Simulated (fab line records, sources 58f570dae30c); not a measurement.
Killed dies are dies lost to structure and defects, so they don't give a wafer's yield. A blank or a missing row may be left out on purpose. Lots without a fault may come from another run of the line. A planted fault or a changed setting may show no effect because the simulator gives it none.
Tool commonality check | flow berkeley_cmos170 | 14 lots, 42 wafers sampled

WHY IT WAS OPENED
At UCB170_PWELL_THK_MEAS_03 the reading PWELL_OXIDE_THK is flagged on 2 of 14 lots. Wafers without a fault read 26.4 nm, standard deviation 0.44.
Rule: a lot is flagged when every wafer of it that has a number lies more than 4 standard deviations from that mean, or none has a number. The other lots count as sound.

lot  | measured    | on            | PWELL_OXIDE_THK (nm), wafer by wafer | flag
L336 | day 2 23:17 | film_metro-01 | 27.1 26.8 26.7                       |
L335 | day 2 23:21 | film_metro-01 | 27.2 27.0 26.6                       |
L337 | day 3 04:43 | film_metro-03 | 26.3 25.9 26.3                       |
L339 | day 3 20:31 | film_metro-04 | 26.7 26.3 26.8                       |
L342 | day 4 07:31 | film_metro-01 | 27.0 27.0 26.8                       |
L343 | day 4 07:31 | film_metro-04 | 26.4 26.4 26.1                       |
L344 | day 4 15:00 | film_metro-01 | 27.3 26.7 26.8                       |
L345 | day 4 17:42 | film_metro-03 | 22.6 22.7 23.2                       | FLAGGED
L346 | day 4 17:43 | film_metro-04 | 22.4 23.2 23.2                       | FLAGGED
L347 | day 5 05:56 | film_metro-03 | 26.9 26.9 26.8                       |
L354 | day 6 12:44 | film_metro-01 | 26.4 27.0 26.5                       |
L355 | day 6 15:13 | film_metro-04 | 26.5 26.5 26.3                       |
L357 | day 7 01:05 | film_metro-01 | 26.9 27.0 26.9                       |
L358 | day 7 10:38 | film_metro-04 | 25.4 25.2 25.5                       |
The numbers of the flagged lots are 22.9 nm on average: -3.5 nm against the usual, or -8 standard deviations.

WHICH TOOL RAN EACH LOT
The record holds 1 process step before the reading, out of a route of 331 steps. In each cell: the tool, then ch and the chambers that the sampled wafers went through, then the start.
lot  | flag    | UCB170_PWELL_OXIDATION_02
L336 |         | furnace-02 ch 0, day 2 21:56
L335 |         | furnace-02 ch 0, day 2 21:56
L337 |         | furnace-02 ch 0, day 3 03:22
L339 |         | furnace-03 ch 0, day 3 19:09
L342 |         | furnace-03 ch 0, day 4 06:10
L343 |         | furnace-03 ch 0, day 4 06:10
L344 |         | furnace-02 ch 0, day 4 13:38
L345 | FLAGGED | furnace-03 ch 0, day 4 16:21
L346 | FLAGGED | furnace-03 ch 0, day 4 16:21
L347 |         | furnace-02 ch 0, day 5 04:35
L354 |         | furnace-01 ch 0, day 6 11:22
L355 |         | furnace-02 ch 0, day 6 13:52
L357 |         | furnace-02 ch 0, day 6 23:44
L358 |         | furnace-02 ch 0, day 7 09:17
What these steps do:
- UCB170_PWELL_OXIDATION_02: target thk 26.4 nm, ox time 1260 s.
- UCB170_PWELL_THK_MEAS_03

FLAGGED OVER TOTAL, TOOL BY TOOL (the gauges that took the reading come last)
step                      | tool          | lots run | flagged | share of the flagged lots | sound lots run after its first flagged lot
UCB170_PWELL_OXIDATION_02 | furnace-01    | 1        | 0       | none                      | -
UCB170_PWELL_OXIDATION_02 | furnace-02    | 8        | 0       | none                      | -
UCB170_PWELL_OXIDATION_02 | furnace-03    | 5        | 2       | all                       | 0
UCB170_PWELL_THK_MEAS_03  | film_metro-01 | 6        | 0       | none                      | -
UCB170_PWELL_THK_MEAS_03  | film_metro-03 | 3        | 1       | some                      | 1 (L347)
UCB170_PWELL_THK_MEAS_03  | film_metro-04 | 5        | 1       | some                      | 2 (L355,L358)

WHAT THE TABLE ALLOWS
1 row of the table ran every flagged lot: furnace-03 at UCB170_PWELL_OXIDATION_02.
- furnace-03 at UCB170_PWELL_OXIDATION_02: 2 of its 5 lots flagged. Its last sound lot is L342 (day 4 06:10), its first flagged lot L345 (day 4 16:21): a fault that began between those two fits. Its own readings lie more than 4 standard deviations out on every wafer of the flagged lots: spike_tc_centre_C, spike_tc_load_C, spike_tc_source_C, tube_center_temp_C, tube_center_temp_C_max.
One tool is left: furnace-03 at UCB170_PWELL_OXIDATION_02.

WHAT THE SIMULATOR HAD PUT IN
Process parameter drift: furnace-03, from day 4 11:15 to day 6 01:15, at UCB170_PWELL_OXIDATION_02. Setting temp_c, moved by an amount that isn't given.
Lots struck among those shown: L345, L346. The rule above found the same.
